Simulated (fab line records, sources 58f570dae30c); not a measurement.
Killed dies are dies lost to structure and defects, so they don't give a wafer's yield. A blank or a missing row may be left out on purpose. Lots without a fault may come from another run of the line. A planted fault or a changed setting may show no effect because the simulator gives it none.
Which tool did it? | flow berkeley_cmos170 | 12 lots, 36 wafers sampled, at 1 step of a route of 331

WHAT THE GAUGES READ, wafer by wafer
UCB170_NWELL_THK_MEAS_02.
lot  | measured    | on            | NWELL_OXIDE_THK (nm)
L522 | day 2 03:35 | film_metro-02 | 26.0 26.2 26.1
L523 | day 2 03:35 | film_metro-03 | 26.3 26.7 26.4
L524 | day 2 13:29 | film_metro-04 | 26.5 26.4 26.5
L531 | day 4 00:47 | film_metro-03 | 29.3 29.2 28.9 29.3 29.2 28.9
L537 | day 5 08:17 | film_metro-04 | 26.8 26.6 27.1
L536 | day 5 08:17 | film_metro-03 | 28.9 28.9 29.1 29.0 28.9 29.1
L538 | day 5 14:27 | film_metro-02 | 26.2 26.1 25.8
L541 | day 6 01:02 | film_metro-04 | 25.2 25.5 25.3
L540 | day 6 01:04 | film_metro-02 | 25.5 25.4 25.8
L542 | day 6 11:45 | film_metro-04 | 26.0 26.5 26.4
L543 | day 6 11:46 | film_metro-02 | 25.7 25.7 25.2
L545 | day 6 19:26 | film_metro-02 | 26.9 26.8 26.9

WHICH TOOL RAN EACH LOT (tool, then ch and the chambers of the sampled wafers, then the start)
The record holds no process step before these readings.

WHAT THE TOOLS THEMSELVES READ (means of the sampled wafers that have a number; where no wafer has one, the mark that the record gives instead)
The record holds no such reading with a usual standard deviation.

THE ANSWER, worked out from the rows above alone
Rule: what is usual is taken from the lots themselves. Put in order of their means at a reading, lots are off if they are a third of the lots or fewer, leave a main group of 4 or more, and stand apart from it by a gap of 3 or more times the standard deviation of the main group's means; of several such gaps the widest counts. A main group whose means are all the same, to the digits that the tables above print for the reading, isn't used. A lot without any number at a reading at which 4 lots or more have one is off too. The other lots that the step has rows for count as sound. The gauges are gone through in route order, then the tools' own readings, and for those a lot's mean is taken as printed above. The first step at which some lot is off is used, and at that step the reading that is off furthest; a lot without a number counts as furthest.
Off: L531, L536, at UCB170_NWELL_THK_MEAS_02 (NWELL_OXIDE_THK). The main group: mean 26.1 nm, standard deviation 0.51.
A tool fits if, at a process step before that reading, it ran every lot that is off, and no sound lot after the first of them. The gauges at UCB170_NWELL_THK_MEAS_02 are tried like those tools. One fits: film_metro-03 at UCB170_NWELL_THK_MEAS_02. Its last sound lot is L523 (day 2 03:35), its first lot that is off L531 (day 4 00:47): a fault that began between those two fits.

WHAT THE SIMULATOR HAD PUT IN
Metrology matching offset: film_metro-03, from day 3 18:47 on, at UCB170_NWELL_THK_MEAS_02. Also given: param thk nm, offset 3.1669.
Lots struck among those shown: L531, L536. The rule above found the same.
